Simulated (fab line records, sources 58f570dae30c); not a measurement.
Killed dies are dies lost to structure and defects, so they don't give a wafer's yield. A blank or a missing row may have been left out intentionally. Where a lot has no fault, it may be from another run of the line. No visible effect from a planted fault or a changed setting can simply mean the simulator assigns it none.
Split-lot trial / flow berkeley-cmos170 / on a route of 331 steps: 5 lots, 23 wafers read

THE SPLIT
At UCB170_M3_SPUTTER_01 (material Al, target thk 900 nm, time 120 s), the setting time-s was moved away from the recipe's 120 s on 9 of the 23 wafers read, by -7.9% to +8.4%. For the rest of the wafers, this setting stayed at what the recipe calls for.

FROM THE SPLIT TO THE READING: what the file shows between them, 1 step
- UCB170_M3_RS_MEAS_02: measures by four-point-probe

THE READING
M3_AL_THK, in nm, at UCB170_M3_THK_MEAS_03 (measures by xrf). Typical for fault-free wafers on this fab line: 893 nm, with standard deviation 14 nm.

wafer=L074.2; tool, chamber at the split=pvd-sputter-04, -; time-s as run, s=114; against the recipe=-5.0%; M3_AL_THK, nm=841; against lot-mates on the recipe=-40
wafer=L074.3; tool, chamber at the split=pvd-sputter-04, -; time-s as run, s=120; against the recipe=recipe; M3_AL_THK, nm=882; against lot-mates on the recipe=-
wafer=L074.4; tool, chamber at the split=pvd-sputter-04, -; time-s as run, s=114; against the recipe=-5.0%; M3_AL_THK, nm=833; against lot-mates on the recipe=-48
wafer=L074.5; tool, chamber at the split=pvd-sputter-04, -; time-s as run, s=120; against the recipe=recipe; M3_AL_THK, nm=879; against lot-mates on the recipe=-
wafer=L074.6; tool, chamber at the split=pvd-sputter-04, -; time-s as run, s=114; against the recipe=-5.0%; M3_AL_THK, nm=841; against lot-mates on the recipe=-40
wafer=L076.1; tool, chamber at the split=pvd-sputter-02, -; time-s as run, s=120; against the recipe=recipe; M3_AL_THK, nm=907; against lot-mates on the recipe=-
wafer=L076.2; tool, chamber at the split=pvd-sputter-02, -; time-s as run, s=120; against the recipe=recipe; M3_AL_THK, nm=899; against lot-mates on the recipe=-
wafer=L076.3; tool, chamber at the split=pvd-sputter-02, -; time-s as run, s=120; against the recipe=recipe; M3_AL_THK, nm=891; against lot-mates on the recipe=-
wafer=L080.1; tool, chamber at the split=pvd-sputter-04, -; time-s as run, s=125.9; against the recipe=+4.9%; M3_AL_THK, nm=928; against lot-mates on the recipe=+43
wafer=L080.2; tool, chamber at the split=pvd-sputter-04, -; time-s as run, s=125.9; against the recipe=+4.9%; M3_AL_THK, nm=926; against lot-mates on the recipe=+41
wafer=L080.3; tool, chamber at the split=pvd-sputter-04, -; time-s as run, s=120; against the recipe=recipe; M3_AL_THK, nm=887; against lot-mates on the recipe=-
wafer=L080.4; tool, chamber at the split=pvd-sputter-04, -; time-s as run, s=120; against the recipe=recipe; M3_AL_THK, nm=886; against lot-mates on the recipe=-
wafer=L080.6; tool, chamber at the split=pvd-sputter-04, -; time-s as run, s=120; against the recipe=recipe; M3_AL_THK, nm=883; against lot-mates on the recipe=-
wafer=L084.1; tool, chamber at the split=pvd-sputter-04, -; time-s as run, s=120; against the recipe=recipe; M3_AL_THK, nm=872; against lot-mates on the recipe=-
wafer=L084.2; tool, chamber at the split=pvd-sputter-04, -; time-s as run, s=110.5; against the recipe=-7.9%; M3_AL_THK, nm=800; against lot-mates on the recipe=-74
wafer=L084.3; tool, chamber at the split=pvd-sputter-04, -; time-s as run, s=120; against the recipe=recipe; M3_AL_THK, nm=875; against lot-mates on the recipe=-
wafer=L084.4; tool, chamber at the split=pvd-sputter-04, -; time-s as run, s=110.5; against the recipe=-7.9%; M3_AL_THK, nm=811; against lot-mates on the recipe=-63
wafer=L084.5; tool, chamber at the split=pvd-sputter-04, -; time-s as run, s=120; against the recipe=recipe; M3_AL_THK, nm=876; against lot-mates on the recipe=-
wafer=L082.1; tool, chamber at the split=pvd-sputter-03, -; time-s as run, s=130.1; against the recipe=+8.4%; M3_AL_THK, nm=957; against lot-mates on the recipe=+68
wafer=L082.2; tool, chamber at the split=pvd-sputter-03, -; time-s as run, s=130.1; against the recipe=+8.4%; M3_AL_THK, nm=979; against lot-mates on the recipe=+90
wafer=L082.3; tool, chamber at the split=pvd-sputter-03, -; time-s as run, s=120; against the recipe=recipe; M3_AL_THK, nm=890; against lot-mates on the recipe=-
wafer=L082.4; tool, chamber at the split=pvd-sputter-03, -; time-s as run, s=120; against the recipe=recipe; M3_AL_THK, nm=883; against lot-mates on the recipe=-
wafer=L082.6; tool, chamber at the split=pvd-sputter-03, -; time-s as run, s=120; against the recipe=recipe; M3_AL_THK, nm=895; against lot-mates on the recipe=-

FIT RESULTS
A straight line over all 23 wafers: M3_AL_THK changes by +9.66 nm for each +1% of time-s; r = +0.98; the points scatter about the line by 9 nm.
The same after taking each lot's own level away (the mean of its wafers on the recipe; 23 wafers): +8.86 nm for each +1%; r = +0.99; scatter 5.4 nm.
On that fit, the largest move of time-s shifts the reading by 75 nm.
Across the lots, their own levels run from 874.3 to 899.0 nm, a range of 1.8 times the standard deviation given above.
The two slopes are in agreement: the lot-to-lot level therefore moves the slope only a little.
Check: with one of the wafers moved furthest among these (+8.4%) left out of the fit, the line predicts +77.4 nm for it against its lot-mates. It came out at +67.7 nm against them.

OTHER SPLITS APPLIED TO THESE WAFERS
Other splits were also applied to these wafers ahead of the reading. Each is held against what the fit with the lots' levels taken away leaves over:
other split on the same wafers=UCB170_BACKSIDE_COAT_01 spin-rpm; wafers away from the commonest value=7; r with M3_AL_THK (lot level and that fit taken away)=-0.13
other split on the same wafers=UCB170_CONTACT_CVD_01 temp-c; wafers away from the commonest value=18; r with M3_AL_THK (lot level and that fit taken away)=-0.15
other split on the same wafers=UCB170_CONTACT_COAT_04 resist-thk-nm; wafers away from the commonest value=10; r with M3_AL_THK (lot level and that fit taken away)=+0.23
other split on the same wafers=UCB170_M2_SPUTTER_01 time-s; wafers away from the commonest value=4; r with M3_AL_THK (lot level and that fit taken away)=+0.08

THE WHOLE CHAIN: every reading that the file lists as answering this split, in the file's order
step=UCB170_M3_SPUTTER_01; what it does=material Al, target thk 900 nm, time 120 s; reading=Al_of_M3_SPUTTER_01.thk-nm (the simulator's own value, which no gauge read); change (the file's fit)=+8.96 nm for each +1% of the setting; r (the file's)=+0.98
step=UCB170_M3_RS_MEAS_02; what it does=measures by four-point-probe; reading=M3_AL_RS; change (the file's fit)=-0.000325 for each +1% of the setting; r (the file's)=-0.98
step=UCB170_M3_THK_MEAS_03; what it does=measures by xrf; reading=M3_AL_THK; change (the file's fit)=+8.87 for each +1% of the setting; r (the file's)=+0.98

FILE'S OWN FIT
M3_AL_THK changes by +8.87 nm for each +1% of time-s, r = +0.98.
